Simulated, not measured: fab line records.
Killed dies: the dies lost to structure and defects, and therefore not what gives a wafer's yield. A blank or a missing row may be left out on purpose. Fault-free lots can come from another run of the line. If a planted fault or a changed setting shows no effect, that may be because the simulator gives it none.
Which tool did it? + flow berkeley cmos170 + 42 wafers from 14 lots sampled at 4 of the route's 331 steps

WHAT EACH GAUGE READ, for each wafer
UCB170_V2_THK_MEAS_04. Usual: V2_POLISHED_THK typically reads 1000.3 nm, with standard deviation 1.3.
| lot  | measured     | on            | V2_POLISHED_THK (nm) | flag |
|------|--------------|---------------|----------------------|------|
| L679 | day 8 02:23  | film metro-02 | 998.7 1000.9 1000.5  |      |
| L682 | day 9 05:26  | film metro-02 | 999.8 999.9 999.0    |      |
| L683 | day 9 07:36  | film metro-04 | 1000.3 1000.1 1002.3 |      |
| L684 | day 10 04:42 | film metro-04 | 1000.5 1001.2 1000.8 |      |
| L690 | day 10 15:37 | film metro-01 | 999.7 998.4 1000.3   |      |
| L691 | day 11 13:04 | film metro-01 | 998.1 999.1 997.4    |      |
| L695 | day 11 17:04 | film metro-01 | 1001.3 998.7 998.6   |      |
| L694 | day 11 17:17 | film metro-04 | 1001.3 998.6 999.4   |      |
| L693 | day 11 17:38 | film metro-04 | 999.7 999.5 1001.4   |      |
| L698 | day 12 08:57 | film metro-02 | 1002.0 1002.7 999.0  |      |
| L697 | day 12 10:11 | film metro-02 | 998.9 998.1 999.1    |      |
| L700 | day 12 16:53 | film metro-02 | 1000.3 1001.1 1000.0 |      |
| L699 | day 12 17:58 | film metro-02 | 999.4 1001.8 1000.4  |      |
| L701 | day 12 22:05 | film metro-01 | 999.8 1000.3 999.8   |      |

UCB170_M3_RS_MEAS_02: measures by four-point-probe. Usual: M3_AL_RS typically reads 0.0320 ohm/sq, with standard deviation 0.00041.
| lot  | measured     | on            | M3_AL_RS (ohm/sq)    | flag |
|------|--------------|---------------|----------------------|------|
| L679 | day 8 04:31  | film metro-03 | 0.0316 0.0315 0.0319 |      |
| L682 | day 9 07:34  | film metro-01 | - - -                | OFF  |
| L683 | day 9 09:49  | film metro-04 | - - -                | OFF  |
| L684 | day 10 06:48 | film metro-04 | 0.0317 0.0318 0.0318 |      |
| L690 | day 10 17:55 | film metro-04 | 0.0321 0.0321 0.0323 |      |
| L691 | day 11 16:13 | film metro-03 | 0.0315 0.0314 0.0319 |      |
| L695 | day 11 19:08 | film metro-01 | 0.0321 0.0319 0.0319 |      |
| L694 | day 11 19:22 | film metro-04 | 0.0313 0.0315 0.0316 |      |
| L693 | day 11 19:47 | film metro-01 | 0.0315 0.0317 0.0313 |      |
| L698 | day 12 10:44 | film metro-04 | 0.0318 0.0314 0.0315 |      |
| L697 | day 12 12:08 | film metro-03 | 0.0318 0.0314 0.0318 |      |
| L700 | day 12 19:32 | film metro-04 | 0.0321 0.0320 0.0320 |      |
| L699 | day 12 20:41 | film metro-03 | 0.0319 0.0321 0.0319 |      |
| L701 | day 12 23:54 | film metro-03 | 0.0330 0.0331 0.0328 |      |

UCB170_M3_THK_MEAS_03: measures by xrf. Usual: M3_AL_THK typically reads 903 nm, with standard deviation 12.
| lot  | measured     | on            | M3_AL_THK (nm) | flag |
|------|--------------|---------------|----------------|------|
| L679 | day 8 04:38  | film metro-03 | 920 919 909    |      |
| L682 | day 9 07:40  | film metro-01 | <0 <0 <0       | OFF  |
| L683 | day 9 09:56  | film metro-04 | <1 <1 <1       | OFF  |
| L684 | day 10 06:55 | film metro-04 | 904 910 905    |      |
| L690 | day 10 18:00 | film metro-04 | 901 898 904    |      |
| L691 | day 11 16:19 | film metro-03 | 911 914 902    |      |
| L695 | day 11 19:15 | film metro-01 | 901 905 907    |      |
| L694 | day 11 19:29 | film metro-04 | 919 921 916    |      |
| L693 | day 11 19:54 | film metro-01 | 909 908 917    |      |
| L698 | day 12 10:52 | film metro-04 | 916 926 926    |      |
| L697 | day 12 12:14 | film metro-03 | 909 919 903    |      |
| L700 | day 12 19:40 | film metro-04 | 900 905 906    |      |
| L699 | day 12 20:48 | film metro-03 | 905 899 906    |      |
| L701 | day 12 23:59 | film metro-03 | 876 876 879    |      |

EACH LOT AND THE TOOL THAT RAN IT (in order: tool; ch and the chambers of the sampled wafers; start)
| lot  | UCB170_M3_SPUTTER_01         |
|------|------------------------------|
| L679 | pvd sputter-01, day 8 04:25  |
| L682 | pvd sputter-01, day 9 07:26  |
| L683 | pvd sputter-01, day 9 09:44  |
| L684 | pvd sputter-01, day 10 06:43 |
| L690 | pvd sputter-01, day 10 17:46 |
| L691 | pvd sputter-01, day 11 16:07 |
| L695 | pvd sputter-04, day 11 19:02 |
| L694 | pvd sputter-01, day 11 19:17 |
| L693 | pvd sputter-03, day 11 19:41 |
| L698 | pvd sputter-01, day 12 10:40 |
| L697 | pvd sputter-03, day 12 12:01 |
| L700 | pvd sputter-04, day 12 19:27 |
| L699 | pvd sputter-01, day 12 20:36 |
| L701 | pvd sputter-04, day 12 23:46 |
- UCB170_M3_SPUTTER_01: material Al, target thk 900 nm, time 120 s.

AS READ BY THE TOOLS THEMSELVES (means over the sampled wafers that have a number; for cases with no such wafer, the mark the record gives instead)
UCB170_M3_SPUTTER_01. Usual: cathode dc power W 6000.0 W, standard deviation 1.1; chamber pressure pa 0.5000 Pa, standard deviation 0.001; throttle valve pct 30.6 %, standard deviation 1.2.
| lot  | tool           | cathode dc power W (W) | chamber pressure pa (Pa) | throttle valve pct (%) | flag |
|------|----------------|------------------------|--------------------------|------------------------|------|
| L679 | pvd sputter-01 | 5999.3                 | 0.4999                   | 30.5                   |      |
| L682 | pvd sputter-01 | -                      | -                        | -                      | OFF  |
| L683 | pvd sputter-01 | -                      | -                        | -                      | OFF  |
| L684 | pvd sputter-01 | 6001.4                 | 0.4996                   | 30.7                   |      |
| L690 | pvd sputter-01 | 6000.9                 | 0.4999                   | 30.4                   |      |
| L691 | pvd sputter-01 | 5999.3                 | 0.5002                   | 30.3                   |      |
| L695 | pvd sputter-04 | 6000.1                 | 0.4998                   | 30.6                   |      |
| L694 | pvd sputter-01 | 6000.3                 | 0.4996                   | 31.7                   |      |
| L693 | pvd sputter-03 | 6000.8                 | 0.4999                   | 30.4                   |      |
| L698 | pvd sputter-01 | 5999.6                 | 0.5003                   | 30.4                   |      |
| L697 | pvd sputter-03 | 5999.8                 | 0.4999                   | 30.0                   |      |
| L700 | pvd sputter-04 | 5999.7                 | 0.5008                   | 30.6                   |      |
| L699 | pvd sputter-01 | 6000.9                 | 0.4998                   | 30.4                   |      |
| L701 | pvd sputter-04 | 6000.3                 | 0.5000                   | 30.9                   |      |

THE ANSWER, worked out from the rows above alone
Rule: take the mean of a lot's wafers that have a number; if it is more than 3 standard deviations from the usual mean, the lot is off. Also off: a lot with no number at a reading for which 4 or more lots have one. Where the step has rows for the other lots, those lots are counted as sound. First the gauges in route order, then the tools' own readings, where a lot's mean is used as printed above. At the first step where some lot is off, the reading lying furthest off is the one used; lots without a number count as furthest.
Off: L682, L683, seen at UCB170_M3_RS_MEAS_02 (M3_AL_RS). Without a number there: L682, L683.
A tool fits if, at a process step before that reading, it ran every lot that is off, and no sound lot after the first of them. Not tried: the gauges at UCB170_M3_RS_MEAS_02; whatever is off there is also off at UCB170_M3_SPUTTER_01, on other tools, and gauge error can't account for it. None of those tried fits.

WHAT HAD BEEN PUT IN BY THE SIMULATOR
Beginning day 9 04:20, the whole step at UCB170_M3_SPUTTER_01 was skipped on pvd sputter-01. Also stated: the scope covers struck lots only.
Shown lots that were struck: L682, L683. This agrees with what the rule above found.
